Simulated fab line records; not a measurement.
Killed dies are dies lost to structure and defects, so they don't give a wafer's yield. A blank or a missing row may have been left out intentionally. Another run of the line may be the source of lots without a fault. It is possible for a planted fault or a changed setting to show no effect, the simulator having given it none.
Split-lot experiment ; flow berkeleyCmos170 ; 5 lots, 23 wafers read, on a route of 331 steps

== ON THE SPLIT ==
At UCB170_M1_EXPOSE_06 (exposes mask METAL1, target cd 700 nm), the setting doseMj was moved away from the recipe's 21 on 5 of the 23 wafers read, by +2.9% to +3.0%. The other wafers ran this setting at the recipe's value.

== FROM THE SPLIT TO THE READING: what the file shows between them, 2 steps ==
- UCB170_M1_PEB_07
- UCB170_M1_DEVELOP_08: develop time 45 s

== THE READING ==
cdNm, in nm, at UCB170_M1_CD_MEAS_09 (target cd 700 nm). Fault-free wafers of this fab line usually give 699.9 nm, standard deviation 1.7 nm.

wafer;tool, chamber at the split;doseMj as run;against the recipe;cdNm, nm;against lot-mates on the recipe
L076.1;krfScanner-02, 0;21;recipe;699.5;-
L076.2;krfScanner-02, 0;21;recipe;702.4;-
L076.3;krfScanner-02, 0;21;recipe;702.1;-
L076.4;krfScanner-02, 0;21;recipe;700.2;-
L076.5;krfScanner-02, 0;21;recipe;699.1;-
L078.1;krfScanner-02, 0;21;recipe;699.7;-
L078.2;krfScanner-02, 0;21.6;+2.9%;693.1;-6.5
L078.4;krfScanner-02, 0;21;recipe;699.6;-
L078.5;krfScanner-02, 0;21.6;+2.9%;693.6;-6.0
L078.6;krfScanner-02, 0;21;recipe;699.6;-
L080.1;krfScanner-01, 0;21;recipe;699.1;-
L080.2;krfScanner-01, 0;21;recipe;700.9;-
L080.4;krfScanner-01, 0;21;recipe;702.5;-
L080.5;krfScanner-01, 0;21;recipe;700.6;-
L080.6;krfScanner-01, 0;21;recipe;701.7;-
L082.1;krfScanner-02, 0;21;recipe;698.3;-
L082.4;krfScanner-02, 0;21;recipe;698.3;-
L082.6;krfScanner-02, 0;21;recipe;697.7;-
L083.1;krfScanner-02, 0;21.64;+3.0%;693.1;-5.1
L083.2;krfScanner-02, 0;21.64;+3.0%;693.4;-4.8
L083.3;krfScanner-02, 0;21;recipe;697.5;-
L083.5;krfScanner-02, 0;21.64;+3.0%;691.6;-6.6
L083.6;krfScanner-02, 0;21;recipe;698.9;-

FIT RESULTS
A straight line over all 23 wafers: cdNm changes by -2.33 nm for each +1% of doseMj; r = -0.90; the points scatter about the line by 1.4 nm.
The same after taking each lot's own level away (the mean of its wafers on the recipe; 23 wafers): -1.95 nm for each +1%; r = -0.93; scatter 0.99 nm.
Per that fit: largest doseMj move, reading shift of 5.9 nm.
The lots' own levels span 698.10 to 700.96 nm, that is 1.7 times the standard deviation above.
So the slope is not independent of the lot-to-lot level: the two fits are not the same.
Check: for one of the wafers moved furthest among these (+3.0%), held out of the fit, the line's prediction against its lot-mates is -6.17 nm. Against them it came out at -5.1 nm.

== OTHER SPLITS ON THESE WAFERS ==
Other splits were also applied to these wafers ahead of the reading. Each is held against what the fit with the lots' levels taken away leaves over:
other split on the same wafers;wafers away from the commonest value;r with cdNm (lot level and that fit taken away)
UCB170_SILICIDE_SPUTTER_01 powerW;9;+0.29
UCB170_CONTACT_COAT_04 spinRpm;5;+0.07
UCB170_M1_COAT_04 resistThkNm;7;+0.51

== THE WHOLE CHAIN: every reading that the file lists as answering this split, in the file's order ==
step;what it does;reading;change (the file's fit);r (the file's)
UCB170_M1_CD_MEAS_09;target cd 700 nm;cdNm;-1.99 nm for each +1% of the setting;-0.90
UCB170_M1_ETCH_11;etches BARC in N2/H2;M1.cdNm (the simulator's own value, which no gauge read);-2.1 nm for each +1% of the setting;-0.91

== THE FILE'S OWN FIT ==
cdNm changes by -1.99 nm for each +1% of doseMj, r = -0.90.
